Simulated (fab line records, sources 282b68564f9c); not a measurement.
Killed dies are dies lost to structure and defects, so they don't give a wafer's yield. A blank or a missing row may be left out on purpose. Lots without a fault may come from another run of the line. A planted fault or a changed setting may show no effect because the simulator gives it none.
fab line records | flow rit_cmos
record lots=5 wafers=23
route steps=202 shown PSD@150 SDANNEAL@153 PLDD@159 NLDD@160 SILICIDE@162 M1@192
start_h: hours from the record's first day to the start of the lot's first wafer shown | wait_h: hours since the lot's step before | " the same as in the row above | L1.1+2: a row that stands for several wafers | - no value, or no start given | * or withheld: withheld | < > ~ a bound
route shown NAME@n: a module of which the file shows steps, and the number in the route of the first | usual: mean/standard deviation of fault-free wafers | same: alike in all rows | chamber/n: place in a boat | sites: the reading at each site | _std_site: their standard deviation | _edge_site: outer sites' mean less inner sites' | radius_mm: how far each site lies from the wafer's centre | mask NAME#n: copy n | behind: the tool/chamber that last shaped the wafer | hold: why the lot was held/for how many hours/how that ended | device: the transistor (n, p or np) that didn't switch | end of line: the same wafers' tests at the end of the route | a step without rows: its recipe alone | killed: dies lost to structure and defects at the first sort, not the wafer's yield | map: a wafer's dies, x killed, . not, _ none there
set.NAME: the setting as run; set.NAME@STEP: as run at that earlier step | model.NAME: the simulator's own value behind a step, which no gauge read
lots whose settings were changed on purpose; a table a step, a row a wafer
## steps
# step RIT_PSD_IMPLANT_08
# recipe species=BF2 energy_kev=27 dose_cm2=5e+15 tilt_deg=7
# columns lot.wafer tool chamber start_h wait_h set.dose_cm2
L075.2+5+6 implanter-02 0 59.93 0.1 5e+15
L075.3+4 " 0 " " 5.324e+15
L076.1+2+4 implanter-01 0 68.84 0.1 5e+15
L076.3+5 " 0 " " 4.904e+15
L078.1+3+6 implanter-01 0 79.38 0.1 5e+15
L078.2+4 " 0 " " 5.364e+15
L081.2+3+5 implanter-02 0 89.11 0.1 5e+15
L082.1+4+5 implanter-03 0 92.63 0.1 5.266e+15
L082.2+6 " 0 " " 5e+15
# step RIT_SDANNEAL_CLEAN_00
# recipe chemistry=SC1 mix=3:3:50 time_s=600 temp_c=75
# columns lot.wafer tool chamber start_h wait_h set.time_s
L075.2+3+4+5+6 - - - 0.0 540.3
L076.1+2+3+4+5 - - - 0.1 573.1
L078.1+2+3+4+6 - - - 0.1 551.8
L081.2+3+5 wet_bench-02 2 89.47 0.0 600
L082.1+2+4+5+6 - - - 0.1 557.1
# step RIT_SDANNEAL_CLEAN_01
# recipe chemistry=dHF dilution=50:1 time_s=30
# step RIT_SDANNEAL_CLEAN_02
# recipe chemistry=SC2 mix=3:3:50 time_s=600 temp_c=75 dry=n2_spin
# step RIT_SDANNEAL_RTA_03
# recipe temp_c=1050 time_s=5 idle_temp_c=600 ramp_up_c_per_s=342 ramp_down_c_per_s=171 cool_to_c=600 ambient=N2
# step RIT_SDANNEAL_RS_MEAS_04
# recipe thk_meas_gauge=four-point-probe
# usual PSD_RS=115.60/0.26
# columns lot.wafer tool chamber start_h wait_h set.dose_cm2@PSD_IMPLANT_08 PSD_RS[ohm/sq]
L075.2 film_metro-01 - 60.73 0.1 5e+15 115.80
L075.3 " - " " 5.324e+15 114.56
L075.4 " - " " 5.324e+15 114.84
L075.5 " - " " 5e+15 115.26
L075.6 " - " " 5e+15 115.41
L076.1 film_metro-02 - 69.82 0.0 5e+15 115.65
L076.2 " - " " 5e+15 115.67
L076.3 " - " " 4.904e+15 115.89
L076.4 " - " " 5e+15 115.49
L076.5 " - " " 4.904e+15 116.00
L078.1 film_metro-01 - 80.22 0.0 5e+15 115.72
L078.2 " - " " 5.364e+15 114.83
L078.3 " - " " 5e+15 115.83
L078.4 " - " " 5.364e+15 114.81
L078.6 " - " " 5e+15 116.19
L081.2 film_metro-02 - 89.94 0.1 5e+15 115.96
L081.3 " - " " 5e+15 115.74
L081.5 " - " " 5e+15 115.60
L082.1 film_metro-01 - 93.46 0.0 5.266e+15 114.93
L082.2 " - " " 5e+15 115.51
L082.4 " - " " 5.266e+15 115.50
L082.5 " - " " 5.266e+15 115.01
L082.6 " - " " 5e+15 115.74
# step RIT_SDANNEAL_RS_MEAS_06
# recipe thk_meas_gauge=four-point-probe
# usual PLDD_RS=178.2/0.54
# columns lot.wafer tool chamber start_h wait_h set.dose_cm2@PLDD_IMPLANT_08 PLDD_RS[ohm/sq]
L075.2 film_metro-01 - 60.97 0.1 9e+14 177.9
L075.3 " - " " 9.455e+14 173.2
L075.4 " - " " 9.455e+14 173.5
L075.5 " - " " 9e+14 177.4
L075.6 " - " " 9.455e+14 173.2
L076.1 film_metro-02 - 70.06 0.1 9e+14 178.4
L076.2 " - " " 9e+14 178.6
L076.3 " - " " 9e+14 178.2
L076.4 " - " " 9e+14 177.8
L076.5 " - " " 9e+14 177.8
L078.1 film_metro-01 - 80.46 0.1 9e+14 178.6
L078.2 " - " " 9e+14 178.6
L078.3 " - " " 9e+14 178.5
L078.4 " - " " 9.23e+14 176.5
L078.6 " - " " 9.23e+14 177.0
L081.2 film_metro-02 - 90.18 0.1 9e+14 178.8
L081.3 " - " " 9e+14 179.1
L081.5 " - " " 9e+14 178.8
L082.1 film_metro-01 - 93.70 0.1 8.344e+14 185.2
L082.2 " - " " 8.344e+14 185.7
L082.4 " - " " 9e+14 178.3
L082.5 " - " " 9e+14 178.3
L082.6 " - " " 8.344e+14 185.7
# step RIT_SDANNEAL_RS_MEAS_07
# recipe thk_meas_gauge=four-point-probe
# usual NLDD_RS=151.4/0.6
# columns lot.wafer tool chamber start_h wait_h set.dose_cm2@NLDD_IMPLANT_08 NLDD_RS[ohm/sq]
L075.2 film_metro-01 - 61.09 0.1 5e+14 151.0
L075.3 " - " " 5e+14 150.6
L075.4 " - " " 4.637e+14 160.0
L075.5 " - " " 4.637e+14 160.8
L075.6 " - " " 4.637e+14 160.8
L076.1 film_metro-02 - 70.18 0.1 4.669e+14 159.8
L076.2 " - " " 5e+14 151.2
L076.3 " - " " 4.669e+14 159.8
L076.4 " - " " 5e+14 151.1
L076.5 " - " " 4.669e+14 159.7
L078.1 film_metro-01 - 80.58 0.1 5e+14 151.0
L078.2 " - " " 5e+14 151.1
L078.3 " - " " 5e+14 151.5
L078.4 " - " " 5e+14 151.5
L078.6 " - " " 5e+14 151.4
L081.2 film_metro-02 - 90.30 0.1 5e+14 150.5
L081.3 " - " " 5e+14 151.1
L081.5 " - " " 5e+14 151.0
L082.1 film_metro-01 - 93.82 0.1 4.723e+14 159.0
L082.2 " - " " 5e+14 151.8
L082.4 " - " " 5e+14 151.1
L082.5 " - " " 4.723e+14 158.4
L082.6 " - " " 5e+14 151.7
# step RIT_SILICIDE_SPUTTER_01
# recipe material=Ti target_thk_nm=30 power_w=350 chamber_pressure_pa=0.667 gas=Ar time_s=240 substrate_temp_c=25
# columns lot.wafer tool chamber start_h wait_h set.time_s model.Ti_of_SILICIDE_SPUTTER_01.thk_nm
L075.2 pvd_sputter-03 - 61.20 0.0 240 29.92
L075.3 " - " " 240 29.82
L075.4 " - " " 205.9 25.81
L075.5 " - " " 240 29.56
L075.6 " - " " 205.9 25.69
L076.1 pvd_sputter-03 - 70.31 0.0 255.2 32.1
L076.2 " - " " 240 30.22
L076.3 " - " " 240 30.41
L076.4 " - " " 255.2 31.94
L076.5 " - " " 240 30.26
L078.1 pvd_sputter-03 - 80.71 0.0 240 30.58
L078.2 " - " " 240 29.78
L078.3 " - " " 252.6 31.57
L078.4 " - " " 252.6 31.88
L078.6 " - " " 240 30.15
L081.2 pvd_sputter-03 - 90.41 0.0 240 29.95
L081.3 " - " " 240 30.4
L081.5 " - " " 240 29.74
L082.1 pvd_sputter-01 - 93.95 0.0 225.3 28.5
L082.2 " - " " 225.3 28.42
L082.4 " - " " 225.3 28.25
L082.5 " - " " 240 30.14
L082.6 " - " " 240 30.31
# step RIT_SILICIDE_RS_MEAS_02
# recipe thk_meas_gauge=four-point-probe reads=Ti_of_SILICIDE_SPUTTER_01
# usual SILICIDE_TI_RS=47.6/0.67
# columns lot.wafer tool chamber start_h wait_h set.time_s@SILICIDE_SPUTTER_01 SILICIDE_TI_RS[ohm/sq]
L075.2 film_metro-04 - 61.37 0.1 240 48.1
L075.3 " - " " 240 48.2
L075.4 " - " " 205.9 57.7
L075.5 " - " " 240 48.8
L075.6 " - " " 205.9 57.9
L076.1 film_metro-04 - 70.46 0.1 255.2 43.9
L076.2 " - " " 240 47.3
L076.3 " - " " 240 46.9
L076.4 " - " " 255.2 44.2
L076.5 " - " " 240 47.3
L078.1 film_metro-04 - 80.86 0.1 240 46.6
L078.2 " - " " 240 48.2
L078.3 " - " " 252.6 44.8
L078.4 " - " " 252.6 44.2
L078.6 " - " " 240 47.5
L081.2 film_metro-03 - 90.58 0.1 240 47.9
L081.3 " - " " 240 47.0
L081.5 " - " " 240 48.3
L082.1 film_metro-03 - 94.10 0.1 225.3 50.9
L082.2 " - " " 225.3 51.2
L082.4 " - " " 225.3 51.4
L082.5 " - " " 240 47.5
L082.6 " - " " 240 47.2
# step RIT_SILICIDE_THK_MEAS_03
# recipe thk_meas_gauge=xrf reads=Ti_of_SILICIDE_SPUTTER_01
# usual SILICIDE_TI_THK=31.0/0.4
# columns lot.wafer tool chamber start_h wait_h set.time_s@SILICIDE_SPUTTER_01 SILICIDE_TI_THK[nm]
L075.2 film_metro-04 - 61.48 0.1 240 30.5
L075.3 " - " " 240 30.5
L075.4 " - " " 205.9 26.3
L075.5 " - " " 240 30.1
L075.6 " - " " 205.9 26.1
L076.1 film_metro-04 - 70.58 0.1 255.2 32.6
L076.2 " - " " 240 30.7
L076.3 " - " " 240 31.0
L076.4 " - " " 255.2 32.5
L076.5 " - " " 240 31.0
L078.1 film_metro-04 - 80.98 0.1 240 31.3
L078.2 " - " " 240 30.7
L078.3 " - " " 252.6 32.3
L078.4 " - " " 252.6 32.8
L078.6 " - " " 240 30.9
L081.2 film_metro-03 - 90.69 0.1 240 30.9
L081.3 " - " " 240 31.2
L081.5 " - " " 240 30.6
L082.1 film_metro-03 - 94.22 0.1 225.3 29.4
L082.2 " - " " 225.3 29.2
L082.4 " - " " 225.3 29.0
L082.5 " - " " 240 31.1
L082.6 " - " " 240 31.3
# step RIT_M1_DEVELOP_08
# recipe resist=NOVOLAK develop_time_s=68 dev_temp_c=23
# columns lot.wafer tool chamber start_h wait_h set.develop_time_s
L075.2+6 litho_track-03 0 - - 62.06
L075.3+4+5 " 0 " " 68
L076.1+3+4 litho_track-01 0 - - 62
L076.2+5 " 0 " " 68
L078.1+2 litho_track-03 0 - - 61.02
L078.3+4+6 " 0 " " 68
L081.2+3+5 litho_track-01 0 - - 68
L082.1+2+4+5+6 litho_track-02 0 - - 68
# step RIT_M1_CD_MEAS_09
# recipe target_cd_nm=2600
# usual cd_nm=2600.7/2.1
# columns lot.wafer tool chamber start_h wait_h set.develop_time_s@M1_DEVELOP_08 cd_nm
L075.2 cd_sem-01 - 65.62 - 62.06 2606.3
L075.3 " - " " 68 2601.3
L075.4 " - " " 68 2598.9
L075.5 " - " " 68 2598.6
L075.6 " - " " 62.06 2607.7
L076.1 cd_sem-01 - 74.54 - 62 2609.6
L076.2 " - " " 68 2598.6
L076.3 " - " " 62 2608.4
L076.4 " - " " 62 2608.3
L076.5 " - " " 68 2600.2
L078.1 cd_sem-01 - 85.27 - 61.02 2612.0
L078.2 " - " " 61.02 2609.4
L078.3 " - " " 68 2600.8
L078.4 " - " " 68 2599.2
L078.6 " - " " 68 2599.9
L081.2 cd_sem-02 - 95.35 - 68 2602.4
L081.3 " - " " 68 2602.9
L081.5 " - " " 68 2604.9
L082.1 cd_sem-01 - 98.36 - 68 2602.2
L082.2 " - " " 68 2601.7
L082.4 " - " " 68 2601.4
L082.5 " - " " 68 2601.6
L082.6 " - " " 68 2601.7
## key
split step=RIT_PSD_IMPLANT_08 setting=dose_cm2 stated=5e+15 by=wafer
response step=RIT_SDANNEAL_RS_MEAS_04 reading=PSD_RS change=-0.128 per=1% r=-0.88
split step=RIT_SDANNEAL_CLEAN_00 setting=time_s stated=600 by=lot
response none clear
split step=RIT_SILICIDE_SPUTTER_01 setting=time_s stated=240 by=wafer
response step=RIT_SILICIDE_SPUTTER_01 reading=model.Ti_of_SILICIDE_SPUTTER_01.thk_nm change=+0.284 per=1% r=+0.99
response step=RIT_SILICIDE_RS_MEAS_02 reading=SILICIDE_TI_RS change=-0.629 per=1% r=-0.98
response step=RIT_SILICIDE_THK_MEAS_03 reading=SILICIDE_TI_THK change=+0.291 per=1% r=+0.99
split step=RIT_M1_DEVELOP_08 setting=develop_time_s stated=68 by=wafer
response step=RIT_M1_CD_MEAS_09 reading=cd_nm change=-0.988 per=1% r=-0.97
split outside_this_file step=RIT_NLDD_IMPLANT_08 setting=dose_cm2
split outside_this_file step=RIT_PLDD_IMPLANT_08 setting=dose_cm2
# split outside_this_file: this setting was split too, and the file shows its column; the key of that split is in another file
